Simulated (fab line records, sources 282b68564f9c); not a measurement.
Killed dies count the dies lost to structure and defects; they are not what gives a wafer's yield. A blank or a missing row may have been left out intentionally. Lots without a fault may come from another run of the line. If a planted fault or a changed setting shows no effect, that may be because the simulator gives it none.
fab line records	flow ritCmos
record: lots: 7	wafers: 21	lastDay: 7
route steps=202 shown PLDD@122 SPACER@125 NSD@131 M1@202
lots that met no fault: from a run of the same line without faults
startH: the number of hours between the record's first day and the start of the first shown wafer of the lot	waitH: how many hours have passed since the lot's step before this one	" same as the row above	L1.1+2: several wafers, shown together as one row	- either no value or no given start	* or withheld: withheld	< > ~ a bound
route shown NAME@n: names a module that has steps shown in the file, with the first one's number in the route	usual: mean/standard deviation taken from wafers without a fault	same: alike in all rows	chamber/n: place in a boat	sites: the reading at each site	_std_site: how widely they spread, as a standard deviation	_edge_site: the outer-site mean with the inner-site mean subtracted	radiusMm: for every site, how far away it sits from the centre of the wafer	mask NAME#n: copy n	behind: the most recent tool/chamber to have shaped the wafer	hold: reason for holding the lot/hours on hold/outcome of the hold	device: the n, p or np transistor that did not switch	end of line: the same wafers' tests at the end of the route	where a step has no rows: the recipe by itself	killed: dies that structure and defects cost at the first sort, which is not the same as the wafer's yield	map: a wafer's dies, x killed, . not, _ none there
set.NAME: the run value of the setting; set.NAME@STEP: its run value at that earlier step	model.NAME: the simulator's own value behind a step, which no gauge read
a table for each step, a row for each wafer; lots at some steps of the route
services: from which hour (startH, from the record's first day; less than 0 if before it) a tool's chamber was out of use, for how many hours, and why
== steps ==
step: RIT_PLDD_IMPLANT_08
recipe: species: BF2	energyKev: 20	doseCm2: 9e+14	tiltDeg: 7
step: RIT_PLDD_STRIP_09
recipe: chemistry: O2	timeS: 180	resist: NOVOLAK	platenTempC: withheld	powerW: 500	pressureMtorr: 4000	o2FlowSccm: 4000
usual: chamberPressureMTorr: 4000/3.5	drypumpMotorCurrentA: 6.0/0.47	rfReflPowerW: 6.2/0.97
lot.wafer	tool	chamber	startH	waitH	chamberPressureMTorr	drypumpMotorCurrentA	rfHoursCounterH	rfReflPowerW
L124.1	plasmaAsher-04	1	87.57	0.1	3999	6.7	31	7.6
L124.4	"	0	"	"	3997	6.4	-	6.3
L124.6	"	1	"	"	4000	6.7	-	7.4
L126.2	plasmaAsher-04	1	91.11	0.1	3993	6.7	31	7.2
L126.3	"	1	"	"	3999	6.7	-	7.1
L126.4	"	0	"	"	3996	6.4	-	6.5
L132.1	plasmaAsher-04	0	120.61	0.1	3999	6.3	36	6.5
L132.2	"	1	"	"	4005	6.7	36	7.0
L132.5	"	0	"	"	3995	6.3	-	6.4
L133.2	plasmaAsher-04	0	123.47	0.1	3999	6.3	36	6.4
L133.4	"	1	"	"	4003	6.7	-	7.4
L133.5	"	1	"	"	3997	6.7	-	7.5
L134.2	plasmaAsher-02	0	127.13	0.1	3995	5.8	52	4.3
L134.4	"	1	"	"	4004	5.4	-	6.8
L134.5	"	1	"	"	4002	5.4	-	6.9
L138.1	plasmaAsher-01	0	146.17	0.1	3999	5.9	3	5.5
L138.2	"	1	"	"	3997	5.8	3	6.2
L138.5	"	1	"	"	4003	5.8	-	6.7
L140.3	plasmaAsher-02	1	160.00	0.1	4001	5.4	-	6.5
L140.4	"	0	"	"	4000	5.8	-	4.7
L140.5	"	1	"	"	4003	5.4	-	6.6
step: RIT_PLDD_TW_MEAS_10
usual: PLDD_TW: 2339/11
lot.wafer	tool	chamber	startH	waitH	PLDD_TW
L124.1	filmMetro-04	-	87.74	0.1	2327
L124.4	"	-	"	"	2320
L124.6	"	-	"	"	2312
L126.2	filmMetro-04	-	91.29	0.1	2333
L126.3	"	-	"	"	2314
L126.4	"	-	"	"	2336
L132.1	filmMetro-03	-	120.79	0.1	2343
L132.2	"	-	"	"	2348
L132.5	"	-	"	"	2347
L133.2	filmMetro-03	-	123.65	0.1	2344
L133.4	"	-	"	"	2340
L133.5	"	-	"	"	2350
L134.2	filmMetro-04	-	127.31	0.1	2333
L134.4	"	-	"	"	2346
L134.5	"	-	"	"	2339
L138.1	filmMetro-04	-	146.35	0.1	2341
L138.2	"	-	"	"	2333
L138.5	"	-	"	"	2329
L140.3	filmMetro-04	-	160.14	0.1	2337
L140.4	"	-	"	"	2329
L140.5	"	-	"	"	2335
step: RIT_SPACER_CLEAN_00
recipe: chemistry: SC1	mix: 3:3:50	timeS: 600	tempC: 75
step: RIT_SPACER_CLEAN_01
recipe: chemistry: dHF	dilution: 50:1	timeS: 30
step: RIT_SPACER_CLEAN_02
recipe: chemistry: SC2	mix: 3:3:50	timeS: 600	tempC: 75	dry: n2Spin
step: RIT_SPACER_CVD_03
recipe: material: Si3N4	targetThkNm: 250	tempC: 810	precursor: SiH2Cl2/NH3	timeS: 3300	pressureMtorr: 300	sih2cl2FlowSccm: 60	nh3FlowSccm: 150
step: RIT_SPACER_THK_MEAS_04
recipe: reads: Si3N4_of_SPACER_CVD_03
usual: SPACER_NITRIDE_THK: 250.5/2.4
lot.wafer	tool	chamber	startH	waitH	SPACER_NITRIDE_THK[nm]
L124.1	filmMetro-02	-	91.33	0.0	250.0
L124.4	"	-	"	"	252.2
L124.6	"	-	"	"	251.3
L126.2	filmMetro-04	-	94.59	0.0	247.9
L126.3	"	-	"	"	249.6
L126.4	"	-	"	"	249.0
L132.1	filmMetro-04	-	124.09	0.0	252.1
L132.2	"	-	"	"	252.8
L132.5	"	-	"	"	251.0
L133.2	filmMetro-01	-	126.01	0.0	251.3
L133.4	"	-	"	"	249.5
L133.5	"	-	"	"	248.3
L134.2	filmMetro-01	-	129.69	0.0	250.4
L134.4	"	-	"	"	250.9
L134.5	"	-	"	"	251.5
L138.1	filmMetro-04	-	148.69	0.0	255.2
L138.2	"	-	"	"	254.8
L138.5	"	-	"	"	252.6
L140.3	filmMetro-04	-	162.48	0.0	255.7
L140.4	"	-	"	"	256.1
L140.5	"	-	"	"	255.1
step: RIT_SPACER_ETCHBACK_05
recipe: targetDepthA: 2500	SF6_flow_sccm: 30	CHF3_flow_sccm: 30	target: Si3N4	chemistry: SF6/CHF3	pressureMtorr: 40	rfW: 250	timeS: 240	stopOn: SiO2
usual: chamberPressureMTorr: 40.00/0.036	drypumpMotorCurrentA: 6.0/0.44	oesProductAu: 0.845/0.012	throttleValvePct: 10.28/0.15
lot.wafer	tool	chamber	startH	waitH	chamberPressureMTorr	drypumpMotorCurrentA	oesProductAu	rfHoursCounterH	throttleValvePct
L124.1	rieDiel-02	1	91.39	0.1	39.97	6.2	0.864	132	10.33
L124.4	"	2	"	"	40.05	6.3	0.854	4	10.42
L124.6	"	0	"	"	40.07	4.9	0.865	-	10.35
L126.2	rieDiel-01	1	94.64	0.0	40.03	6.1	0.819	61	9.97
L126.3	"	3	"	"	40.02	6.6	0.840	143	10.24
L126.4	"	0	"	"	40.00	5.8	0.833	140	10.36
L132.1	rieDiel-01	1	124.15	0.1	40.00	6.1	0.839	62	10.00
L132.2	"	2	"	"	39.99	5.7	0.833	32	10.31
L132.5	"	3	"	"	40.04	6.7	0.828	-	10.23
L133.2	rieDiel-03	3	126.06	0.0	40.08	5.8	0.857	141	10.11
L133.4	"	2	"	"	39.98	5.6	0.858	120	10.55
L133.5	"	2	"	"	40.05	5.6	0.838	-	10.56
L134.2	rieDiel-02	0	129.74	0.0	40.03	4.9	0.864	121	10.36
L134.4	"	1	"	"	40.01	6.2	0.861	133	10.34
L134.5	"	1	"	"	40.02	6.2	0.863	-	10.34
L138.1	rieDiel-02	1	148.75	0.1	39.97	6.2	0.869	133	10.35
L138.2	"	2	"	"	39.98	6.3	0.861	5	10.43
L138.5	"	1	"	"	40.00	6.2	0.867	-	10.34
L140.3	rieDiel-01	1	162.52	0.0	40.06	6.1	0.846	62	9.99
L140.4	"	3	"	"	39.94	6.6	0.846	145	10.24
L140.5	"	2	"	"	40.06	5.7	0.847	-	10.28
step: RIT_NSD_HMDS_00
recipe: primeTimeS: 60	primeTempC: 140
step: RIT_NSD_COAT_01
recipe: resist: NOVOLAK	spinRpm: 3250	resistThkNm: 1000
step: RIT_NSD_SOFTBAKE_02
recipe: resist: NOVOLAK	tempC: 90	timeS: 60
step: RIT_NSD_EXPOSE_03
recipe: maskId: M9	na: 0.57	targetCdNm: 40700	doseMj: 250
usual: focusOffsetNm: 0.1/0.6	reticleTempC: 23.03/0.1
lot.wafer	tool	chamber	startH	waitH	mask	focusOffsetNm	reticleTempC	model.NSD.overlayXNm
L124.1	ilineStepper-02	0	92.04	0.1	M9#0	0.2	23.16	-1.166
L124.4	"	0	"	"	M9#0	0.9	23.22	-1.166
L124.6	"	0	"	"	M9#0	0.0	23.04	-1.166
L126.2	ilineStepper-01	0	95.39	0.2	M9#0	0.5	22.93	0.1413
L126.3	"	0	"	"	M9#0	0.4	23.01	0.1413
L126.4	"	0	"	"	M9#0	1.4	22.96	0.1413
L132.1	ilineStepper-01	0	124.87	0.2	M9#0	0.1	22.99	1.106
L132.2	"	0	"	"	M9#0	0.7	23.01	1.106
L132.5	"	0	"	"	M9#0	0.6	23.15	1.106
L133.2	ilineStepper-02	0	126.82	0.2	M9#0	0.7	23.05	358.9
L133.4	"	0	"	"	M9#0	1.1	23.04	358.9
L133.5	"	0	"	"	M9#0	-0.5	23.09	358.9
L134.2	ilineStepper-01	0	130.48	0.2	M9#0	1.2	22.94	0.9245
L134.4	"	0	"	"	M9#0	1.1	22.96	0.9245
L134.5	"	0	"	"	M9#0	0.8	23.01	0.9245
L138.1	ilineStepper-02	0	149.47	0.2	M9#0	-0.1	22.85	360.1
L138.2	"	0	"	"	M9#0	-0.8	22.79	360.1
L138.5	"	0	"	"	M9#0	-1.4	22.97	360.1
L140.3	ilineStepper-02	0	163.29	0.2	M9#0	-0.3	22.91	360.8
L140.4	"	0	"	"	M9#0	-0.1	22.85	360.8
L140.5	"	0	"	"	M9#0	0.0	23.08	360.8
step: RIT_NSD_PEB_04
recipe: resist: NOVOLAK	tempC: withheld	timeS: withheld
step: RIT_NSD_DEVELOP_05
recipe: resist: NOVOLAK	developTimeS: 50	devTempC: 23
step: RIT_NSD_OVL_MEAS_06
usual: NSD_OVL: 0.0/1.4
lot.wafer	tool	chamber	startH	waitH	hold	NSD_OVL[nm]
L124.1	overlay-02	-	92.44	-	-	0.3
L124.4	"	-	"	"	-	-1.4
L124.6	"	-	"	"	-	-0.2
L126.2	overlay-01	-	95.77	-	-	2.0
L126.3	"	-	"	"	-	1.3
L126.4	"	-	"	"	-	1.6
L132.1	overlay-02	-	125.27	-	-	0.7
L132.2	"	-	"	"	-	1.0
L132.5	"	-	"	"	-	2.4
L133.2	overlay-02	-	127.21	-	awaitDispo/0.2h/release	357.2
L133.4	"	-	"	"	awaitDispo/0.2h/release	358.7
L133.5	"	-	"	"	awaitDispo/0.2h/release	357.5
L133.2	overlay-02	-	127.41	0.2	-	357.0
L133.4	"	-	"	"	-	358.3
L133.5	"	-	"	"	-	357.3
L134.2	overlay-02	-	130.87	-	-	1.8
L134.4	"	-	"	"	-	1.9
L134.5	"	-	"	"	-	0.9
L138.1	overlay-01	-	149.87	-	awaitDispo/0.2h/release	360.1
L138.2	"	-	"	"	awaitDispo/0.2h/release	359.3
L138.5	"	-	"	"	awaitDispo/0.2h/release	361.1
L138.1	overlay-01	-	150.08	0.2	-	360.0
L138.2	"	-	"	"	-	359.2
L138.5	"	-	"	"	-	360.7
L140.3	overlay-02	-	163.66	-	awaitDispo/0.2h/release	358.8
L140.4	"	-	"	"	awaitDispo/0.2h/release	359.4
L140.5	"	-	"	"	awaitDispo/0.2h/release	359.4
L140.3	overlay-02	-	163.86	0.2	-	358.7
L140.4	"	-	"	"	-	359.6
L140.5	"	-	"	"	-	359.2
step: RIT_M1_PROBE_99
usual: defectLimitedYield: 97.2/1.1	killedAtFrontEnd: 7.3/2.8	killedDies: 7.3/2.8	killedOpen: 3.8/1.9	killedShort: 3.5/1.8	sort_bin_3_pad_short: 0.1/0.23	sort_bin_5_function: 1.6/0.85	sort_bin_6_memory: 1.0/0.62	sortNPass: 256.7/2.8	sortYieldPct: 97.2/1.1
same: grossDies: 264	killed_at_M0_to_M3: 0	killed_at_M4_up: 0	killedAtBackSide: 0	killedAtContacts: 0	killedAtOther: 0
lot.wafer	tool	chamber	startH	waitH	defectLimitedYield[%]	killedAtFrontEnd	killedDies	killedOpen	killedShort	sort_bin_3_pad_short[%]	sort_bin_5_function[%]	sort_bin_6_memory[%]	sortNPass	sortYieldPct[%]
L124.1	prober-02	-	102.52	0.1	97.0	8	8	4	4	0	1.5	1.5	256.0	97.0
L124.4	prober-02	-	102.67	0.2	97.7	6	6	3	3	0	0.4	1.9	258.0	97.7
L124.6	prober-02	-	102.77	0.2	96.6	9	9	4	5	0	1.1	2.3	255.0	96.6
L126.2	prober-01	-	105.95	0.1	95.8	11	11	4	7	0	1.9	2.3	253.0	95.8
L126.3	prober-01	-	106.00	0.2	96.2	10	10	4	6	0.4	3.0	0.4	254.0	96.2
L126.4	prober-01	-	106.05	0.2	97.7	6	6	2	4	0	1.9	0.4	258.0	97.7
L132.1	prober-01	-	135.51	0.1	95.5	12	12	4	5	0.8	1.9	1.9	252.0	95.5
L132.2	prober-01	-	135.56	0.1	98.5	4	4	2	2	0	0.4	1.1	260.0	98.5
L132.5	prober-01	-	135.71	0.2	99.2	2	2	0	2	0	0.8	0	262.0	99.2
L134.2	prober-01	-	151.00	0.1	97.3	7	7	2	4	0	1.5	1.1	257.0	97.3
L134.4	prober-01	-	151.10	0.2	98.5	4	4	1	3	0	1.1	0.4	260.0	98.5
L134.5	prober-01	-	151.15	0.2	98.1	5	5	2	2	0	0.8	1.1	259.0	98.1
killed by level:class
L124.1 FOX2:geometricParticle:short=2 GATE:geometricParticle:open=2 FOX1:geometricParticle:short=1 FOX1:geometricParticle:open=1 REOX:geometricParticle:open=1 SILICIDE:geometricParticle:short=1
L124.4 GATE:geometricParticle:short=2 SPACER:geometricParticle:open=2 GATE:geometricParticle:open=1 SILICIDE:geometricParticle:short=1
L124.6 GATE:geometricParticle:short=3 FOX1:geometricParticle:open=2 FOX1:geometricParticle:short=1 FOX2:geometricParticle:short=1 GATE:geometricParticle:open=1 SILICIDE:geometricParticle:open=1
L126.2 FOX1:geometricParticle:short=3 FOX1:geometricParticle:open=3 FOX2:geometricParticle:short=2 SILICIDE:geometricParticle:short=2 GATE:geometricParticle:open=1
L126.3 SILICIDE:geometricParticle:short=3 GATE:geometricParticle:short=2 SILICIDE:geometricParticle:open=2 FOX1:geometricParticle:open=1 FOX1:geometricParticle:short=1 FOX2:geometricParticle:open=1
L126.4 FOX1:geometricParticle:open=2 FOX1:geometricParticle:short=1 GATE:geometricParticle:short=1 REOX:geometricParticle:short=1 SPACER:geometricParticle:short=1
L132.1 NRETRO:coatMicrobubblePrinted=3 GATE:geometricParticle:short=2 REOX:geometricParticle:open=2 SPACER:geometricParticle:short=2 FOX1:geometricParticle:short=1 SPACER:geometricParticle:open=1 SILICIDE:geometricParticle:open=1
L132.2 GATE:geometricParticle:open=2 GATE:geometricParticle:short=1 SPACER:geometricParticle:short=1
L132.5 GATE:geometricParticle:short=2
L134.2 GATE:geometricParticle:short=2 SPACER:geometricParticle:short=2 FOX1:geometricParticle:open=1 SILICIDE:geometricParticle:open=1 PWELL:coatMicrobubblePrinted=1
L134.4 GATE:geometricParticle:short=2 REOX:geometricParticle:open=1 SPACER:geometricParticle:short=1
L134.5 GATE:geometricParticle:short=1 GATE:geometricParticle:open=1 REOX:geometricParticle:short=1 SILICIDE:geometricParticle:open=1 PWELL:coatMicrobubblePrinted=1
== services ==
tool	chamber	startH	hours	kind
rieDiel-02	-	81.46	0.5	repair
plasmaAsher-01	-	83.33	28.1	pm
rieDiel-03	1	105.21	8.5	repair
ilineStepper-02	0	111.26	-	calibration
plasmaAsher-01	-	111.44	9.0	pm
plasmaAsher-01	0	111.44	9.0	ventCycle
plasmaAsher-01	1	111.44	9.0	ventCycle
plasmaAsher-01	-	113.25	4.2	repair
ilineStepper-01	-	115.01	3.7	repair
plasmaAsher-01	0	120.44	-	clean
plasmaAsher-01	1	120.44	-	clean
rieDiel-03	1	155.39	-	clean
rieDiel-03	1	155.39	14.0	scheduledDown
rieDiel-03	1	155.39	14.0	ventCycle
plasmaAsher-01	-	159.39	3.5	repair
== key ==
firstSign: step: RIT_NSD_OVL_MEAS_06	reading: visit	direction: added
effect: step: RIT_NSD_OVL_MEAS_06	reading: NSD_OVL	direction: up	sigmas: 99+	usual: 0.0	struck: 359.0
modelEffect: step: RIT_NSD_EXPOSE_03	value: NSD.overlayXNm	without: -0.0833	struck: 359.9
metAt RIT_NSD_EXPOSE_03
struckWafers L133.2,L133.4,L133.5,L138.1,L138.2,L138.5,L140.3,L140.4,L140.5
scrappedBehind RIT_NSD_OVL_MEAS_06 L133.2,L133.4,L133.5,L138.1,L138.2,L138.5,L140.3,L140.4,L140.5
onsetBetween 92.04 126.82
fault: kind: scannerMatchingOverlay	tool: ilineStepper-02	chamber: -	onsetH: 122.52	steps: RIT_NSD_EXPOSE_03	offset: 360
